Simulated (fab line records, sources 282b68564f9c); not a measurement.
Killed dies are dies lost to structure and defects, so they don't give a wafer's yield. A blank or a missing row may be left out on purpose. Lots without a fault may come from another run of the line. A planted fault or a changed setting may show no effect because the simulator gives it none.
fab line records | flow rit_cmos
record lots=14 wafers=42 last_day=7
route steps=202 shown ACTIVE@15 PWELL@52 PRETRO@73 SILICIDE@165 M1@202
lots that met no fault: from a run of the same line without faults
start_h: hours from the record's first day to the start of the lot's first wafer shown | wait_h: hours since the lot's step before | " the same as in the row above | L1.1+2: a row that stands for several wafers | - no value, or no start given | * or withheld: withheld | < > ~ a bound
route shown NAME@n: a module of which the file shows steps, and the number in the route of the first | usual: mean/standard deviation of fault-free wafers | same: alike in all rows | chamber/n: place in a boat | sites: the reading at each site | _std_site: their standard deviation | _edge_site: outer sites' mean less inner sites' | radius_mm: how far each site lies from the wafer's centre | mask NAME#n: copy n | behind: the tool/chamber that last shaped the wafer | hold: why the lot was held/for how many hours/how that ended | device: the transistor (n, p or np) that didn't switch | end of line: the same wafers' tests at the end of the route | a step without rows: its recipe alone | killed: dies lost to structure and defects at the first sort, not the wafer's yield | map: a wafer's dies, x killed, . not, _ none there
set.NAME: the setting as run; set.NAME@STEP: as run at that earlier step | model.NAME: the simulator's own value behind a step, which no gauge read
steps of the route over a sample of lots; a table a step, a row a wafer
services: from which hour (start_h, from the record's first day; less than 0 if before it) a tool's chamber was out of use, for how many hours, and why
## steps
# step RIT_ACTIVE_STRIP_14
# recipe chemistry=O2 time_s=180 resist=NOVOLAK platen_temp_c=withheld power_w=500 pressure_mtorr=4000 o2_flow_sccm=4000
# usual drypump_motor_current_A=6.02/0.19 rf_refl_power_W=6.8/0.81
# columns lot.wafer tool chamber start_h wait_h drypump_motor_current_A rf_hours_counter_h rf_refl_power_W
L242.1 plasma_asher-03 1 15.02 0.1 6.28 38 6.5
L242.2 " 0 " " 5.87 38 6.8
L242.4 " 1 " " 6.27 - 6.5
L243.1 plasma_asher-03 1 19.84 0.1 6.29 38 6.5
L243.2 " 0 " " 5.91 38 6.6
L243.6 " 1 " " 6.30 - 6.5
L244.3 plasma_asher-01 1 24.90 0.1 6.16 - 7.9
L244.5 " 0 " " 5.92 - 6.8
L244.6 " 1 " " 6.17 - 7.8
L245.2 plasma_asher-03 1 29.97 0.1 6.27 39 6.5
L245.4 " 0 " " 5.89 - 6.7
L245.6 " 0 " " 5.90 - 6.8
L246.1 plasma_asher-03 0 34.84 0.1 5.87 40 6.6
L246.2 " 1 " " 6.28 40 6.3
L246.4 " 1 " " 6.29 - 6.7
L247.1 plasma_asher-01 1 40.94 0.1 6.14 40 8.2
L247.2 " 0 " " 5.94 40 7.3
L247.4 " 0 " " 5.93 - 6.8
L248.2 plasma_asher-01 1 46.12 0.1 6.18 41 8.7
L248.5 " 0 " " 5.93 - 6.9
L248.6 " 1 " " 6.16 - 8.6
L249.2 plasma_asher-03 0 51.02 0.1 5.89 41 6.7
L249.3 " 1 " " 6.28 - 6.6
L249.6 " 1 " " 6.26 - 6.4
L250.4 plasma_asher-01 0 54.90 0.1 5.93 - 6.9
L250.5 " 0 " " 5.91 - 6.6
L250.6 " 1 " " 6.14 - 7.3
L251.1 plasma_asher-01 0 59.84 0.1 5.93 42 6.9
L251.3 " 0 " " 5.93 - 6.7
L251.5 " 1 " " 6.15 - 8.4
L261.4 plasma_asher-03 1 109.90 0.1 6.28 - 6.6
L261.5 " 1 " " 6.31 - 6.6
L261.6 " 0 " " 5.87 - 6.5
L263.2 plasma_asher-02 1 119.89 0.1 5.76 48 5.2
L263.3 " 0 " " 5.96 - 7.7
L263.5 " 1 " " 5.80 - 5.3
L264.2 plasma_asher-02 1 125.07 0.1 5.73 49 5.3
L264.4 " 0 " " 5.97 - 7.8
L264.5 " 1 " " 5.71 - 5.3
L265.1 plasma_asher-03 0 129.97 0.1 5.89 51 6.7
L265.3 " 0 " " 5.87 - 6.8
L265.5 " 1 " " 6.32 - 6.8
# step RIT_WELLDRIVE_RS_MEAS_02
# recipe thk_meas_gauge=four-point-probe
# usual PWELL_RS=429.8/1.1
# columns lot.wafer tool chamber start_h wait_h PWELL_RS[ohm/sq]
L242.1 film_metro-02 - 28.51 0.1 430.8
L242.2 " - " " 431.3
L242.4 " - " " 429.9
L243.1 film_metro-04 - 33.51 0.1 430.9
L243.2 " - " " 429.1
L243.6 " - " " 430.4
L244.3 film_metro-04 - 37.59 0.1 429.1
L244.5 " - " " 429.0
L244.6 " - " " 429.1
L245.2 film_metro-01 - 43.13 0.1 430.3
L245.4 " - " " 430.9
L245.6 " - " " 431.5
L246.1 film_metro-01 - 48.95 0.1 431.9
L246.2 " - " " 430.9
L246.4 " - " " 429.9
L247.1 film_metro-01 - 55.23 0.1 429.7
L247.2 " - " " 428.3
L247.4 " - " " 427.9
L248.2 film_metro-04 - 59.77 0.1 430.4
L248.5 " - " " 429.2
L248.6 " - " " 429.3
L249.2 film_metro-04 - 64.66 0.1 430.6
L249.3 " - " " 427.5
L249.6 " - " " 428.6
L250.4 film_metro-04 - 68.88 0.1 430.0
L250.5 " - " " 429.1
L250.6 " - " " 429.4
L251.1 film_metro-02 - 75.20 0.1 428.3
L251.3 " - " " 430.0
L251.5 " - " " 429.5
L261.4 film_metro-02 - 123.56 0.1 429.1
L261.5 " - " " 429.0
L261.6 " - " " 430.5
L263.2 film_metro-01 - 132.91 0.1 429.0
L263.3 " - " " 428.5
L263.5 " - " " 428.4
L264.2 film_metro-04 - 138.99 0.1 431.8
L264.4 " - " " 431.6
L264.5 " - " " 431.9
L265.1 film_metro-04 - 143.33 0.1 430.2
L265.3 " - " " 430.8
L265.5 " - " " 430.8
# step RIT_PRETRO_STRIP_09
# recipe chemistry=O2 time_s=180 resist=NOVOLAK platen_temp_c=withheld power_w=500 pressure_mtorr=4000 o2_flow_sccm=4000
# usual drypump_motor_current_A=6.01/0.18 rf_refl_power_W=6.9/0.91
# columns lot.wafer tool chamber start_h wait_h drypump_motor_current_A rf_hours_counter_h rf_refl_power_W
L242.1 plasma_asher-01 1 31.76 0.1 6.16 39 7.9
L242.2 " 0 " " 5.91 39 7.0
L242.4 " 1 " " 6.14 - 7.8
L243.1 plasma_asher-01 1 36.79 0.1 6.17 40 8.0
L243.2 " 0 " " 5.91 40 7.1
L243.6 " 0 " " 5.94 - 6.7
L244.3 plasma_asher-03 1 40.72 0.1 6.28 - 6.6
L244.5 " 1 " " 6.29 - 6.4
L244.6 " 0 " " 5.87 - 6.3
L245.2 plasma_asher-02 0 46.22 0.1 5.96 39 7.6
L245.4 " 1 " " 5.81 - 5.2
L245.6 " 1 " " 5.75 - 5.3
L246.1 plasma_asher-01 1 52.06 0.1 6.16 41 8.0
L246.2 " 0 " " 5.93 41 6.9
L246.4 " 1 " " 6.15 - 8.5
L247.1 plasma_asher-01 1 58.38 0.1 6.14 42 8.1
L247.2 " 0 " " 5.91 42 6.7
L247.4 " 1 " " 6.13 - 8.5
L248.2 plasma_asher-03 1 63.00 0.1 6.26 42 6.8
L248.5 " 1 " " 6.26 - 6.6
L248.6 " 0 " " 5.89 - 6.7
L249.2 plasma_asher-03 0 67.62 0.1 5.89 43 6.5
L249.3 " 0 " " 5.88 - 6.4
L249.6 " 0 " " 5.88 - 6.7
L250.4 plasma_asher-01 1 71.99 0.1 6.14 - 8.7
L250.5 " 1 " " 6.12 - 8.6
L250.6 " 0 " " 5.94 - 6.4
L251.1 plasma_asher-01 0 78.31 0.1 5.93 44 7.0
L251.3 " 0 " " 5.93 - 7.1
L251.5 " 0 " " 5.95 - 6.9
L261.4 plasma_asher-03 0 126.56 0.1 5.89 - 6.7
L261.5 " 1 " " 6.28 - 6.5
L261.6 " 0 " " 5.88 - 6.6
L263.2 plasma_asher-03 0 136.11 0.1 5.89 52 6.9
L263.3 " 1 " " 6.28 - 6.5
L263.5 " 0 " " 5.89 - 6.9
L264.2 plasma_asher-01 0 142.08 0.1 5.89 0 6.9
L264.4 " 1 " " 6.15 - 8.2
L264.5 " 1 " " 6.14 - 8.6
L265.1 plasma_asher-01 1 146.44 0.1 6.17 1 7.8
L265.3 " 1 " " 6.18 - 7.7
L265.5 " 0 " " 5.95 - 6.8
# step RIT_SILICIDE_RTA_04
# recipe temp_c=650 time_s=10 idle_temp_c=25 ramp_up_s=5 ramp_down_s=5 cool_to_c=25 ambient=N2
# usual wafer_temp_C_max=653.0/1.3
# columns lot.wafer tool chamber start_h wait_h wafer_temp_C_max
L242.1 rtp_anneal-02 0 51.58 0.1 652.9
L242.2 " 0 " " 652.4
L242.4 " 0 " " 651.6
L243.1 rtp_anneal-01 0 55.85 0.1 654.2
L243.2 " 0 " " 655.8
L243.6 " 0 " " 653.8
L244.3 rtp_anneal-02 0 60.16 0.1 652.5
L244.5 " 0 " " 652.3
L244.6 " 0 " " 653.3
L245.2 rtp_anneal-01 0 65.44 0.1 654.4
L245.4 " 0 " " 653.0
L245.6 " 0 " " 655.4
L246.1 rtp_anneal-02 0 71.49 0.1 651.9
L246.2 " 0 " " 652.3
L246.4 " 0 " " 652.5
L247.1 rtp_anneal-01 0 82.26 0.1 654.6
L247.2 " 0 " " 655.1
L247.4 " 0 " " 653.6
L248.2 rtp_anneal-01 0 87.62 0.1 654.5
L248.5 " 0 " " 654.5
L248.6 " 0 " " 654.0
L249.2 rtp_anneal-01 0 87.87 0.1 653.7
L249.3 " 0 " " 654.6
L249.6 " 0 " " 655.9
L250.4 rtp_anneal-02 0 92.18 0.1 652.4
L250.5 " 0 " " 652.2
L250.6 " 0 " " 651.8
L251.1 rtp_anneal-01 0 99.87 0.1 655.7
L251.3 " 0 " " 654.3
L251.5 " 0 " " 652.9
L261.4 rtp_anneal-01 0 146.06 0.1 653.5
L261.5 " 0 " " 654.4
L261.6 " 0 " " 653.7
L263.2 rtp_anneal-01 0 155.98 0.1 654.2
L263.3 " 0 " " 654.0
L263.5 " 0 " " 654.5
L264.2 rtp_anneal-02 0 161.15 0.1 652.0
L264.4 " 0 " " 652.5
L264.5 " 0 " " 652.4
L265.1 rtp_anneal-01 0 165.63 0.1 655.2
L265.3 " 0 " " 654.2
L265.5 " 0 " " 653.7
# step RIT_M1_PROBE_99
# usual killed_at_M0_to_M3=0.0/0.18 killed_at_contacts=0.1/0.38 killed_at_front_end=6.9/2.9 killed_dies=7.1/3 killed_on_rim=2.0/1.4 killed_open=3.5/2.1 killed_short=3.5/2
# same gross_dies=264 killed_at_M4_up=0 killed_at_back_side=0 killed_at_other=0
# columns lot.wafer tool chamber start_h wait_h killed_at_M0_to_M3 killed_at_contacts killed_at_front_end killed_dies killed_on_rim killed_open killed_short
L242.1 prober-02 - 58.63 0.1 0 0 5 5 3 3 2
L242.2 prober-02 - 58.68 0.1 0 0 8 8 0 8 0
L242.4 prober-02 - 58.78 0.2 0 0 9 9 0 6 3
L243.1 prober-01 - 65.34 0.1 0 0 13 13 6 8 5
L243.2 prober-01 - 65.39 0.1 0 0 8 8 3 4 4
L243.6 prober-01 - 65.59 0.2 0 0 8 8 2 6 2
L244.3 prober-02 - 67.55 0.2 0 0 6 6 1 3 3
L244.5 prober-02 - 67.65 0.2 0 0 6 6 0 3 3
L244.6 prober-02 - 67.70 0.2 0 0 7 7 1 5 2
L245.2 prober-01 - 72.86 0.1 0 0 5 5 1 3 2
L245.4 prober-01 - 72.96 0.2 0 0 8 8 1 2 6
L245.6 prober-01 - 73.06 0.2 1 1 8 10 3 2 8
L246.1 prober-02 - 78.30 0.1 0 0 6 6 0 3 3
L246.2 prober-02 - 78.35 0.1 0 0 6 6 1 3 3
L246.4 prober-02 - 78.45 0.2 0 0 3 3 1 0 3
L247.1 prober-01 - 89.23 0.1 0 0 6 6 3 5 1
L247.2 prober-01 - 89.28 0.1 0 0 5 5 0 2 3
L247.4 prober-01 - 89.38 0.2 0 0 9 9 3 7 2
L248.2 prober-02 - 94.49 0.1 0 0 5 5 2 3 2
L248.5 prober-02 - 94.64 0.2 0 0 5 5 2 5 0
L248.6 prober-02 - 94.69 0.2 0 0 4 4 0 1 3
L249.2 prober-02 - 95.29 0.1 0 0 8 8 4 1 7
L249.3 prober-02 - 95.34 0.2 0 0 10 10 5 8 2
L249.6 prober-02 - 95.49 0.2 0 0 6 6 3 2 4
L250.4 prober-01 - 98.90 0.2 0 0 19 19 11 3 3
L250.5 prober-01 - 98.95 0.2 0 0 22 22 8 4 4
L250.6 prober-01 - 99.00 0.2 0 0 22 22 10 4 5
L251.1 prober-02 - 106.62 0.1 0 0 19 19 8 2 1
L251.3 prober-02 - 106.72 0.2 0 1 22 23 11 3 4
L251.5 prober-02 - 106.82 0.2 0 0 26 26 11 9 2
L261.4 prober-02 - 152.99 0.2 0 0 9 9 2 8 1
L261.5 prober-02 - 153.04 0.2 0 0 5 5 2 2 3
L261.6 prober-02 - 153.09 0.2 0 0 4 4 1 1 3
L263.2 prober-02 - 162.55 0.1 0 0 4 4 1 1 3
L263.3 prober-02 - 162.60 0.2 0 1 3 4 0 3 1
L263.5 prober-02 - 162.70 0.2 0 0 3 3 2 0 3
L264.2 prober-01 - 168.49 0.1 0 0 5 5 2 2 3
L264.4 prober-01 - 168.59 0.2 0 0 6 6 1 3 3
L264.5 prober-01 - 168.64 0.2 0 0 5 5 0 4 1
L265.1 prober-02 - 172.39 0.1 0 0 8 8 2 3 3
L265.3 prober-02 - 172.49 0.2 0 0 14 14 2 7 5
L265.5 prober-02 - 172.59 0.2 0 0 7 7 1 1 6
# killed by level:class
L242.1 ACTIVE:geometric_particle:short=1 FOX2:geometric_particle:open=1 GATE:geometric_particle:open=1 GATE:geometric_particle:short=1 REOX:geometric_particle:open=1
L242.2 GATE:geometric_particle:open=3 FOX1:geometric_particle:open=2 SPACER:geometric_particle:open=2 REOX:geometric_particle:open=1
L242.4 GATE:geometric_particle:open=4 GATE:geometric_particle:short=2 FOX1:geometric_particle:open=1 FOX2:geometric_particle:open=1 REOX:geometric_particle:short=1
L243.1 GATE:geometric_particle:open=4 REOX:geometric_particle:short=2 SPACER:geometric_particle:short=2 SILICIDE:geometric_particle:open=2 FOX1:geometric_particle:short=1 FOX2:geometric_particle:open=1 SPACER:geometric_particle:open=1
L243.2 FOX1:geometric_particle:open=2 FOX1:geometric_particle:short=2 GATE:geometric_particle:short=2 GATE:geometric_particle:open=1 SPACER:geometric_particle:open=1
L243.6 GATE:geometric_particle:open=4 FOX1:geometric_particle:open=1 FOX2:geometric_particle:short=1 GATE:geometric_particle:short=1 SILICIDE:geometric_particle:open=1
L244.3 FOX1:geometric_particle:open=2 FOX1:geometric_particle:short=1 GATE:geometric_particle:short=1 REOX:geometric_particle:short=1 SILICIDE:geometric_particle:open=1
L244.5 FOX1:geometric_particle:open=2 SILICIDE:geometric_particle:short=2 REOX:geometric_particle:open=1 SPACER:geometric_particle:short=1
L244.6 GATE:geometric_particle:open=3 FOX1:geometric_particle:open=1 FOX1:geometric_particle:short=1 SPACER:geometric_particle:open=1 SPACER:geometric_particle:short=1
L245.2 SPACER:geometric_particle:short=2 SPACER:geometric_particle:open=2 GATE:geometric_particle:open=1
L245.4 FOX1:geometric_particle:short=3 FOX2:geometric_particle:open=1 FOX2:geometric_particle:short=1 GATE:geometric_particle:short=1 SILICIDE:geometric_particle:short=1 SILICIDE:geometric_particle:open=1
L245.6 FOX1:geometric_particle:short=2 FOX1:geometric_particle:open=2 FOX2:geometric_particle:short=2 REOX:geometric_particle:short=1 SPACER:geometric_particle:short=1 CONTACT:geometric_particle:short=1 M1:geometric_particle:short=1
L246.1 REOX:geometric_particle:open=2 SILICIDE:geometric_particle:short=2 FOX1:geometric_particle:short=1 FOX1:geometric_particle:open=1
L246.2 GATE:geometric_particle:open=2 SILICIDE:geometric_particle:short=2 FOX1:geometric_particle:open=1 FOX1:geometric_particle:short=1
L246.4 FOX1:geometric_particle:short=1 GATE:geometric_particle:short=1 REOX:geometric_particle:short=1
L247.1 GATE:geometric_particle:open=2 FOX1:geometric_particle:open=1 FOX2:geometric_particle:short=1 FOX2:geometric_particle:open=1 SPACER:geometric_particle:open=1
L247.2 FOX1:geometric_particle:open=2 GATE:geometric_particle:short=2 SILICIDE:geometric_particle:short=1
L247.4 GATE:geometric_particle:open=3 SPACER:geometric_particle:open=3 GATE:geometric_particle:short=1 REOX:geometric_particle:open=1 SPACER:geometric_particle:short=1
L248.2 FOX1:geometric_particle:open=1 FOX2:geometric_particle:open=1 GATE:geometric_particle:short=1 SPACER:geometric_particle:open=1 SILICIDE:geometric_particle:short=1
L248.5 SPACER:geometric_particle:open=2 FOX1:geometric_particle:open=1 FOX2:geometric_particle:open=1 REOX:geometric_particle:open=1
L248.6 FOX2:geometric_particle:short=1 GATE:geometric_particle:short=1 SPACER:geometric_particle:short=1 SILICIDE:geometric_particle:open=1
L249.2 FOX1:geometric_particle:short=3 GATE:geometric_particle:short=2 SPACER:geometric_particle:short=2 GATE:geometric_particle:open=1
L249.3 FOX1:geometric_particle:open=3 GATE:geometric_particle:open=3 GATE:geometric_particle:short=1 REOX:geometric_particle:open=1 SILICIDE:geometric_particle:open=1 SILICIDE:geometric_particle:short=1
L249.6 REOX:geometric_particle:short=3 FOX1:geometric_particle:short=1 FOX2:geometric_particle:open=1 GATE:geometric_particle:open=1
L250.4 ACTIVE:unspecified=13 FOX1:geometric_particle:short=1 FOX1:geometric_particle:open=1 GATE:geometric_particle:open=1 SPACER:geometric_particle:short=1 SILICIDE:geometric_particle:open=1 SILICIDE:geometric_particle:short=1
L250.5 ACTIVE:unspecified=14 GATE:geometric_particle:open=3 GATE:geometric_particle:short=2 FOX1:geometric_particle:open=1 FOX1:geometric_particle:short=1 REOX:geometric_particle:short=1
L250.6 ACTIVE:unspecified=13 FOX2:geometric_particle:short=2 GATE:geometric_particle:short=2 FOX1:geometric_particle:open=1 FOX1:geometric_particle:short=1 GATE:geometric_particle:open=1 SPACER:geometric_particle:open=1 SILICIDE:geometric_particle:open=1
L251.1 ACTIVE:unspecified=16 FOX2:geometric_particle:open=1 GATE:geometric_particle:short=1 GATE:geometric_particle:open=1
L251.3 ACTIVE:unspecified=16 FOX1:geometric_particle:open=1 FOX2:geometric_particle:short=1 GATE:geometric_particle:short=1 REOX:geometric_particle:short=1 REOX:geometric_particle:open=1 SPACER:geometric_particle:short=1 CONTACT:geometric_particle:open=1
L251.5 ACTIVE:unspecified=15 GATE:geometric_particle:open=3 FOX2:geometric_particle:open=2 GATE:geometric_particle:short=2 SPACER:geometric_particle:open=2 FOX1:geometric_particle:open=1 SILICIDE:geometric_particle:open=1
L261.4 FOX2:geometric_particle:open=2 GATE:geometric_particle:open=2 SPACER:geometric_particle:open=2 FOX1:geometric_particle:open=1 GATE:geometric_particle:short=1 SILICIDE:geometric_particle:open=1
L261.5 REOX:geometric_particle:short=3 REOX:geometric_particle:open=1 SPACER:geometric_particle:open=1
L261.6 REOX:geometric_particle:short=3 REOX:geometric_particle:open=1
L263.2 FOX1:geometric_particle:short=1 GATE:geometric_particle:short=1 SPACER:geometric_particle:short=1 SILICIDE:geometric_particle:open=1
L263.3 REOX:geometric_particle:open=2 GATE:geometric_particle:open=1 CONTACT:geometric_particle:short=1
L263.5 FOX2:geometric_particle:short=1 REOX:geometric_particle:short=1 SILICIDE:geometric_particle:short=1
L264.2 FOX1:geometric_particle:open=1 FOX1:geometric_particle:short=1 GATE:geometric_particle:short=1 REOX:geometric_particle:short=1 SPACER:geometric_particle:open=1
L264.4 GATE:geometric_particle:short=2 SPACER:geometric_particle:open=2 FOX1:geometric_particle:open=1 REOX:geometric_particle:short=1
L264.5 SPACER:geometric_particle:open=2 GATE:geometric_particle:open=1 SPACER:geometric_particle:short=1 SILICIDE:geometric_particle:open=1
L265.1 PLDD:coat_microbubble_printed=2 FOX1:geometric_particle:open=1 FOX2:geometric_particle:short=1 GATE:geometric_particle:short=1 REOX:geometric_particle:open=1 REOX:geometric_particle:short=1 SILICIDE:geometric_particle:open=1
L265.3 GATE:geometric_particle:short=3 GATE:geometric_particle:open=3 SILICIDE:geometric_particle:open=2 PLDD:coat_microbubble_printed=2 FOX1:geometric_particle:short=1 FOX2:geometric_particle:open=1 REOX:geometric_particle:open=1 SPACER:geometric_particle:short=1
L265.5 GATE:geometric_particle:short=3 REOX:geometric_particle:short=2 FOX2:geometric_particle:short=1 REOX:geometric_particle:open=1
## services
# columns tool chamber start_h hours kind
rtp_anneal-01 - 3.62 2.7 pm
plasma_asher-03 - 45.70 3.9 repair
plasma_asher-01 - 86.36 44.0 repair
plasma_asher-01 - 130.40 9.0 pm
plasma_asher-01 0 130.40 9.0 vent_cycle
plasma_asher-01 1 130.40 9.0 vent_cycle
plasma_asher-01 0 139.40 - clean
plasma_asher-01 1 139.40 - clean
plasma_asher-03 - 142.21 2.9 repair
## key
first_sign step=RIT_M1_PROBE_99 reading=killed_at_front_end direction=up sigmas=5 usual=6.9 struck=21.7
effect step=RIT_M1_PROBE_99 reading=killed_dies direction=up sigmas=5 usual=7.1 struck=21.8
met_at RIT_ACTIVE_STRIP_14
struck_lots L250,L251
tester_left_out L250,L251
not_acting_at RIT_WELLDRIVE_RS_MEAS_02,RIT_PRETRO_STRIP_09,RIT_SILICIDE_RTA_04
onset_between 46.12 54.90
fault kind=chamber_particle_source tool=plasma_asher-01 chamber=- onset_h=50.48 steps=RIT_ACTIVE_STRIP_14 rate_per_visit_cm2=1.2431 end_h=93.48
# tester_left_out: of these lots the tester's yield and bins aren't shown, on N5 and GAA mostly nor the transistor test; their killed dies are dies lost to structure and defects alone, not to doping, threshold or leakage, so they don't give the yield
